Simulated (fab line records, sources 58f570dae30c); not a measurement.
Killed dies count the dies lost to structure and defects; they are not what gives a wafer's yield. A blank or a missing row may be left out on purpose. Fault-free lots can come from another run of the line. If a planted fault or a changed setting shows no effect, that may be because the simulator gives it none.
Problem report in the 8D (eight disciplines) form, filled by code + flow berkeley_cmos170 + the parts of the form that need people (team, actions taken, sign-off) are left out

== 1. THE PROBLEM ==
Mean PSD_TW at UCB170_PSD_TW_MEAS_10: 1943 over 6 wafers in 2 lots; fault-free wafers: 2322, standard deviation 17. That puts it -22 standard deviations away from the usual mean.
First observed at day 10 00:10: wafer L962.1, on film_metro-01. At this step, 42 wafers from 14 lots have a number in the record. By rule, "out" or "out of limits" means more than 4 standard deviations away from the usual mean. Any other wafer with a number is counted as sound.

== 2. WHAT IT IS AND WHAT IT IS NOT ==
| question                    | is                           | is not                                                                    |
|-----------------------------|------------------------------|---------------------------------------------------------------------------|
| which readings at this step | PSD_TW                       | -                                                                         |
| which lots                  | L962, L967                   | L948, L949, L950, L951, L952, L953, L955, L956, L957, L959, L969, L970    |
| which wafers of those lots  | all that have a number       | -                                                                         |
| read on which gauges        | film_metro-01, film_metro-02 | film_metro-04                                                             |
| when                        | from day 10 00:10            | up to then (30 sound wafers); but 6 sound wafers of L969, L970 came after |

== 3. THE SUSPECTS, EACH WITH WHAT RULES IT OUT ==
Counting: a tool at any process step up to the reading remains a suspect when it ran all the lots that are out and ran no sound lot after the first of those.
- the gauge at UCB170_PSD_TW_MEAS_10 has been ruled out. 2 gauges (film_metro-01, film_metro-02) read the wafers that are out.
- implanter-03 at UCB170_PSD_IMPLANT_08: kept. Every lot that is out went through it, starting with L962 (day 9 23:55), and after that it ran no sound lot; the last sound lot it ran before then is L959 (day 9 05:28). On those wafers its own readings are out: dose_ions_cm2, end_station_pressure_torr, faraday_current_uA.
- plasma_asher-02 at UCB170_PSD_STRIP_09 (strips in O2): ruled out as a lasting fault. After its first lot that is out, L962 (day 10 00:04), sound lots L969 ran on it.
Left after counting: implanter-03 at UCB170_PSD_IMPLANT_08.

== 4. THE CAUSE (what the simulator had put in) ==
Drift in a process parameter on implanter-03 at UCB170_PSD_IMPLANT_08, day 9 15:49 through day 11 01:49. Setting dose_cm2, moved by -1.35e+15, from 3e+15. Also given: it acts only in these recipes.
After counting, this tool was the only one left.

== 5. SEQUENCE OF EFFECTS, ordered by route ==
One row per reading whose mean, taken over the struck wafers that have a number, lies over 3 standard deviations from the usual. Readings are gone through only where the record gives a usual standard deviation; hours: the median, over the lots, of the time from a lot's start at the first step in this table giving one to that lot's start at this step; sigmas: the change measured in usual standard deviations.
| hours | step                       | reading                   | usual         | on struck wafers | change    | sigmas      |
|-------|----------------------------|---------------------------|---------------|------------------|-----------|-------------|
| 0     | UCB170_PSD_IMPLANT_08      | dose_ions_cm2             | 3e+15         | 2e+15            | -1e+15    | -99 or more |
| 0     | UCB170_PSD_IMPLANT_08      | end_station_pressure_torr | 1.26e-05 Torr | 9.08e-06         | -3.52e-06 | -5.7        |
| 0     | UCB170_PSD_IMPLANT_08      | faraday_current_uA        | 9251          | 5162             | -4090     | -23         |
| 0     | UCB170_PSD_STRIP_09        | oes_product_au            | 0.600 a.u.    | 0.688            | +0.088    | +18         |
| 0     | UCB170_PSD_STRIP_09        | strip_time_to_endpoint_s  | 29.41 s       | 23.66            | -5.75     | -72         |
| 0     | UCB170_PSD_TW_MEAS_10      | PSD_TW                    | 2322          | 1943             | -379      | -22         |
| 4     | UCB170_SDANNEAL_RS_MEAS_02 | PSD_RS                    | 75.6 ohm/sq   | 114.0            | +38.4     | +99 or more |
Here are the process steps it includes:
- UCB170_PSD_IMPLANT_08
- UCB170_PSD_STRIP_09: strips in O2.
At these later measuring or inspecting steps, every struck wafer for which the step has a row has a number for every such reading, and none has moved that far: UCB170_NSD_CD_MEAS_06.

== 6. WHAT WOULD HAVE CAUGHT IT SOONER ==
8 hours passed between the start of the fault at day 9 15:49 and the first reading out of limits at a measuring or inspecting step in this record, taken at day 10 00:10.
Tool's own readings at UCB170_PSD_IMPLANT_08, dose_ions_cm2, end_station_pressure_torr, faraday_current_uA: out on all struck wafers the step has rows for; an alarm limit on them would have tripped on the first.
Among the 2 lots that are out, L967 began UCB170_PSD_IMPLANT_08 on implanter-03 after day 10 00:10. A tool hold placed at that time would have kept it from harm.
